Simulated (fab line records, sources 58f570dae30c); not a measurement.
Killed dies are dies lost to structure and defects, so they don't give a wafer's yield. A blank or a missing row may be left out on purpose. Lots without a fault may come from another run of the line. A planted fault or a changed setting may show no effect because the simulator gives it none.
Tool commonality check | flow berkeley_cmos170 | 14 lots, 48 wafers sampled

WHY IT WAS OPENED
At UCB170_PWELL_THK_MEAS_06 the reading PWELL_NITRIDE_THK is flagged on 2 of 14 lots. Wafers without a fault read 216.9 nm, standard deviation 2.1.
Rule: a lot is flagged when every wafer of it that has a number lies more than 4 standard deviations from that mean, or none has a number. The other lots count as sound.

lot  | measured    | on            | PWELL_NITRIDE_THK (nm), wafer by wafer | flag
L164 | day 3 19:35 | film_metro-03 | 215.9 215.7 216.9                      |
L165 | day 3 19:40 | film_metro-03 | 215.7 217.2 219.8                      |
L166 | day 4 04:58 | film_metro-01 | 217.8 217.1 219.1                      |
L168 | day 4 19:07 | film_metro-03 | 214.9 215.1 217.1                      |
L169 | day 4 19:07 | film_metro-04 | 216.8 217.0 217.4                      |
L170 | day 5 00:34 | film_metro-03 | 216.5 216.6 216.5                      |
L171 | day 5 00:37 | film_metro-03 | 218.9 221.4 219.8                      |
L173 | day 5 07:34 | film_metro-01 | 291.9 293.4 293.1 291.8 293.2 293.1    | FLAGGED
L174 | day 5 07:35 | film_metro-03 | 295.5 294.0 295.0 295.5 293.9 294.8    | FLAGGED
L179 | day 5 21:28 | film_metro-01 | 217.8 217.4 217.1                      |
L178 | day 5 21:32 | film_metro-04 | 218.2 216.4 218.4                      |
L181 | day 6 03:47 | film_metro-03 | 216.4 215.5 214.4                      |
L183 | day 6 15:38 | film_metro-04 | 213.4 215.0 215.4                      |
L185 | day 7 04:19 | film_metro-01 | 213.8 212.4 212.9                      |
The numbers of the flagged lots are 293.8 nm on average: +76.9 nm against the usual, or +37 standard deviations.

WHICH TOOL RAN EACH LOT
The record holds 1 process step before the reading, out of a route of 331 steps. In each cell: the tool, then ch and the chambers that the sampled wafers went through, then the start.
lot  | flag    | UCB170_PWELL_CVD_05
L164 |         | lpcvd-02 ch 0, day 3 17:40
L165 |         | lpcvd-02 ch 1, day 3 17:40
L166 |         | lpcvd-02 ch 0, day 4 03:04
L168 |         | lpcvd-01 ch 1, day 4 17:12
L169 |         | lpcvd-01 ch 0, day 4 17:12
L170 |         | lpcvd-01 ch 1, day 4 22:38
L171 |         | lpcvd-01 ch 1, day 4 22:38
L173 | FLAGGED | lpcvd-01 ch 0, day 5 05:39
L174 | FLAGGED | lpcvd-01 ch 0, day 5 05:39
L179 |         | lpcvd-02 ch 0, day 5 19:32
L178 |         | lpcvd-02 ch 0, day 5 19:32
L181 |         | lpcvd-02 ch 1, day 6 01:52
L183 |         | lpcvd-02 ch 1, day 6 13:44
L185 |         | lpcvd-02 ch 1, day 7 02:24
What these steps do:
- UCB170_PWELL_CVD_05: deposits Si3N4 from SiH2Cl2/NH3, target thk 220 nm, time 3300 s.
- UCB170_PWELL_THK_MEAS_06

FLAGGED OVER TOTAL, TOOL BY TOOL (the gauges that took the reading come last)
step                     | tool          | lots run | flagged | share of the flagged lots | sound lots run after its first flagged lot
UCB170_PWELL_CVD_05      | lpcvd-01      | 6        | 2       | all                       | 0
UCB170_PWELL_CVD_05      | lpcvd-02      | 8        | 0       | none                      | -
UCB170_PWELL_THK_MEAS_06 | film_metro-01 | 4        | 1       | some                      | 2 (L179,L185)
UCB170_PWELL_THK_MEAS_06 | film_metro-03 | 7        | 1       | some                      | 1 (L181)
UCB170_PWELL_THK_MEAS_06 | film_metro-04 | 3        | 0       | none                      | -

WHAT THE TABLE ALLOWS
1 row of the table ran every flagged lot: lpcvd-01 at UCB170_PWELL_CVD_05.
- lpcvd-01 at UCB170_PWELL_CVD_05: 2 of its 6 lots flagged. Its last sound lot is L170 (day 4 22:38), its first flagged lot L173 (day 5 05:39): a fault that began between those two fits.
One tool is left: lpcvd-01 at UCB170_PWELL_CVD_05.

WHAT THE SIMULATOR HAD PUT IN
Process parameter drift: lpcvd-01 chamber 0, from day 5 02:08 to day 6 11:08, at UCB170_PWELL_CVD_05. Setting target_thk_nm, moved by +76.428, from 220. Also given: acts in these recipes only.
Lots struck among those shown: L173, L174. The rule above found the same.
